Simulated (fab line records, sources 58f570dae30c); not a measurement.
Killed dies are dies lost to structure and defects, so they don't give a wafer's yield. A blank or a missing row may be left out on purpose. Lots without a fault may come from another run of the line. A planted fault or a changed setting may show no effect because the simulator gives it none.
Which tool did it? | flow berkeley_cmos170 | 14 lots, 42 wafers sampled, at 1 step of a route of 331

WHAT THE GAUGES READ, wafer by wafer
The record holds no reading of a measuring or inspecting step that can be judged against a usual standard deviation.

WHICH TOOL RAN EACH LOT (tool, then ch and the chambers of the sampled wafers, then the start)
lot  | UCB170_M3_EXPOSE_12
L701 | krf_scanner-02 ch 0, day 8 23:01
L705 | krf_scanner-01 ch 0, day 9 11:20
L706 | krf_scanner-01 ch 0, day 10 07:17
L707 | krf_scanner-02 ch 0, day 10 08:28
L708 | krf_scanner-02 ch 0, day 10 18:25
L709 | krf_scanner-01 ch 0, day 10 18:38
L710 | krf_scanner-02 ch 0, day 10 18:55
L712 | krf_scanner-01 ch 0, day 11 08:59
L711 | krf_scanner-02, day 11 11:04
L715 | krf_scanner-01, day 11 19:05
L713 | krf_scanner-02 ch 0, day 12 01:49
L722 | krf_scanner-01 ch 0, day 12 20:55
L721 | krf_scanner-01 ch 0, day 13 02:09
L723 | krf_scanner-01 ch 0, day 13 19:29
- UCB170_M3_EXPOSE_12: exposes mask METAL3, target cd 700 nm.

WHAT THE TOOLS THEMSELVES READ (means of the sampled wafers that have a number; where no wafer has one, the mark that the record gives instead)
UCB170_M3_EXPOSE_12. Usual: exposure_dose_mJ_cm2 26.007, standard deviation 0.025; focus_offset_nm 0.1 nm, standard deviation 0.52; reticle_temp_C 22.97 C, standard deviation 0.11.
lot  | tool           | exposure_dose_mJ_cm2 | focus_offset_nm (nm) | reticle_temp_C (C) | flag
L701 | krf_scanner-02 | 26.003               | 0.1                  | 22.89              |
L705 | krf_scanner-01 | 25.998               | -0.1                 | 23.12              |
L706 | krf_scanner-01 | 26.028               | 0.6                  | 23.08              |
L707 | krf_scanner-02 | 25.969               | 0.2                  | 22.95              |
L708 | krf_scanner-02 | 26.013               | -0.1                 | 22.92              |
L709 | krf_scanner-01 | 26.010               | 0.5                  | 23.08              |
L710 | krf_scanner-02 | 26.012               | -0.2                 | 22.87              |
L712 | krf_scanner-01 | 26.011               | 0.0                  | 22.99              |
L711 | krf_scanner-02 | -                    | -                    | -                  | OFF
L715 | krf_scanner-01 | -                    | -                    | -                  | OFF
L713 | krf_scanner-02 | 25.996               | 0.1                  | 22.91              |
L722 | krf_scanner-01 | 25.999               | -0.4                 | 22.99              |
L721 | krf_scanner-01 | 25.997               | -0.4                 | 23.09              |
L723 | krf_scanner-01 | 26.014               | 0.3                  | 22.81              |

THE ANSWER, worked out from the rows above alone
Rule: a lot is off if the mean of its wafers that have a number lies more than 3 standard deviations from the usual mean. A lot without any number at a reading at which 4 lots or more have one is off too. The other lots that the step has rows for count as sound. The gauges are gone through in route order, then the tools' own readings, and for those a lot's mean is taken as printed above. The first step at which some lot is off is used, and at that step the reading that is off furthest; a lot without a number counts as furthest.
Off: L711, L715, at UCB170_M3_EXPOSE_12 (exposure_dose_mJ_cm2). Without a number there: L711, L715.
A tool fits if, at that step or a process step before it, it ran every lot that is off, and no sound lot after the first of them. None of those tried fits.

WHAT THE SIMULATOR HAD PUT IN
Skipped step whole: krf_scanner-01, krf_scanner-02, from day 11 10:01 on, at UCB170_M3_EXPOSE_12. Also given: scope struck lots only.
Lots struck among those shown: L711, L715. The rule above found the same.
